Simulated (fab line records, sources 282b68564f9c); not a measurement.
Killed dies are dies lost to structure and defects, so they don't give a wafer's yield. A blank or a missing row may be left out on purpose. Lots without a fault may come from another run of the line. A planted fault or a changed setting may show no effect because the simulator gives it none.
Problem report in the 8D (eight disciplines) form, filled by code | flow rit_cmos | the parts of the form that need people (team, actions taken, sign-off) are left out

1. THE PROBLEM
beam_energy_keV at RIT_NLDD_IMPLANT_08 reads a mean of 19.651 on 6 wafers of 2 lots; wafers without a fault read 20.001 with a standard deviation of 0.0056. That is -62 standard deviations from the usual mean.
First seen on wafer L689.1, day 7 10:53, on implanter-01. The record holds 18 wafers of 6 lots with a number at this step. Rule for "out", or "out of limits": more than 4 standard deviations from the usual mean. The other wafers with a number count as sound.

2. WHAT IT IS AND WHAT IT IS NOT
question                    | is                     | is not
which readings at this step | beam_energy_keV        | -
which lots                  | L689, L690             | L668, L672, L674, L691
which wafers of those lots  | all that have a number | -
read on which tools         | implanter-01           | implanter-02, implanter-04
when                        | from day 7 10:53       | up to then (9 sound wafers); but 3 sound wafers of L691 came after

3. SUSPECTS, AND WHAT RULES EACH OUT
Counting: a tool at a process step up to the reading stays a suspect if it ran every lot that is out and no sound lot after the first of them.
- implanter-01 at RIT_NLDD_IMPLANT_08: kept. It ran every lot that is out, first L689 (day 7 10:53), and no sound lot after that; its last sound lot up to then is L668 (day 2 23:08). Its own readings are out on those wafers: beam_energy_keV.
Left after counting: implanter-01 at RIT_NLDD_IMPLANT_08.

4. THE CAUSE (what the simulator had put in)
Process parameter drift: implanter-01, from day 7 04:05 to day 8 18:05, at RIT_NLDD_IMPLANT_08. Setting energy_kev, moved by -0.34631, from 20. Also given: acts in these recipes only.
Counting left only this tool.

5. THE CHAIN OF EFFECTS, in route order
Each row: a reading whose mean over the struck wafers that have a number lies more than 3 standard deviations from the usual. Only readings for which the record gives a usual standard deviation are gone through. hours: the time from each lot's start at the first step in this table that gives one to its start at this step, as a median over the lots. sigmas: the change in usual standard deviations.
hours | step                | reading         | usual  | on struck wafers | change | sigmas
0     | RIT_NLDD_IMPLANT_08 | beam_energy_keV | 20.001 | 19.651           | -0.350 | -62
The process steps in it:
- RIT_NLDD_IMPLANT_08

6. WHAT WOULD HAVE CAUGHT IT SOONER
In this record the first reading out of limits was taken at day 7 10:53, 7 hours after the fault began at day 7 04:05.
